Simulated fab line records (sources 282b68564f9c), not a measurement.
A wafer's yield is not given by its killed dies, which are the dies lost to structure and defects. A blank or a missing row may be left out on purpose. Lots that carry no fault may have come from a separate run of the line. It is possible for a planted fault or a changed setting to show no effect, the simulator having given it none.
Split-lot experiment	flow ritCmos	on a route of 202 steps: 5 lots, 23 wafers read

== ON THE SPLIT ==
At RIT_PRETRO_HARDBAKE_07 (time 120 s), the setting tempC was moved away from the recipe's 140 C on 7 of the 23 wafers read, by -2.2% to +2.7%. All remaining wafers had this setting at the recipe value.

Reading taken at the split's own step.

== THE READING ==
NOVOLAK_of_PRETRO_COAT_01.thkNm (the simulator's own value, which no gauge read), in nm, at RIT_PRETRO_HARDBAKE_07 (time 120 s). The file does not state a usual value for it. Here, 16 wafers ran the recipe; their average is 1138 nm with a standard deviation of 2.3 nm.

wafer	tool, chamber at the split	tempC as run, C	against the recipe	NOVOLAK_of_PRETRO_COAT_01.thkNm, nm	against lot-mates on the recipe
L079.1	lithoTrack-01, 0	140	recipe	1139	-
L079.5	lithoTrack-01, 0	140	recipe	1139	-
L079.3	lithoTrack-01, 0	140	recipe	1137	-
L079.4	lithoTrack-01, 0	140	recipe	1137	-
L079.6	lithoTrack-01, 0	140	recipe	1138	-
L080.1	lithoTrack-04, 0	140	recipe	1134	-
L080.2	lithoTrack-04, 0	140	recipe	1137	-
L080.3	lithoTrack-04, 0	136.9	-2.2%	1147	+11
L080.4	lithoTrack-04, 0	140	recipe	1136	-
L080.5	lithoTrack-04, 0	136.9	-2.2%	1142	+6
L081.1	lithoTrack-04, 0	140	recipe	1136	-
L081.2	lithoTrack-04, 0	138.6	-1.0%	1139	+1
L081.3	lithoTrack-04, 0	140	recipe	1138	-
L081.4	lithoTrack-04, 0	138.6	-1.0%	1142	+4
L081.5	lithoTrack-04, 0	140	recipe	1139	-
L084.1	lithoTrack-04, 0	140	recipe	1142	-
L084.4	lithoTrack-04, 0	140	recipe	1141	-
L084.6	lithoTrack-04, 0	140	recipe	1143	-
L085.2	lithoTrack-03, 0	140	recipe	1140	-
L085.3	lithoTrack-03, 0	143.8	+2.7%	1132	-7
L085.4	lithoTrack-03, 0	140	recipe	1138	-
L085.5	lithoTrack-03, 0	143.8	+2.7%	1133	-6
L085.6	lithoTrack-03, 0	143.8	+2.7%	1130	-9

FIT RESULTS
A straight line over all 23 wafers: NOVOLAK_of_PRETRO_COAT_01.thkNm changes by -2.54 nm for each +1% of tempC; r = -0.82; the points scatter about the line by 2.2 nm.
The same after taking each lot's own level away (the mean of its wafers on the recipe; 23 wafers): -3.1 nm for each +1%; r = -0.93; scatter 1.5 nm.
According to that fit, moving tempC by its largest amount changes the reading by 8.4 nm.
The span of the lots' own levels, 1135.7 to 1142.0 nm, comes to 2.8 times the standard deviation stated above.
So the lot-to-lot level changes the slope: the two fits differ.
Check: for one of the wafers moved furthest among these (+2.7%), held out of the fit, the line's prediction against its lot-mates is -8.49 nm. It came out at -7 nm against them.

== OTHER SPLITS APPLIED TO THESE WAFERS ==
Other splits were also applied to these wafers ahead of the reading. Each is held against what the fit with the lots' levels taken away leaves over:
other split on the same wafers	wafers away from the commonest value	r with NOVOLAK_of_PRETRO_COAT_01.thkNm (lot level and that fit taken away)
RIT_NRETRO_COAT_01 resistThkNm	12	+0.09

== FILE'S OWN FIT ==
NOVOLAK_of_PRETRO_COAT_01.thkNm changes by -3.2 nm for each +1% of tempC, r = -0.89.
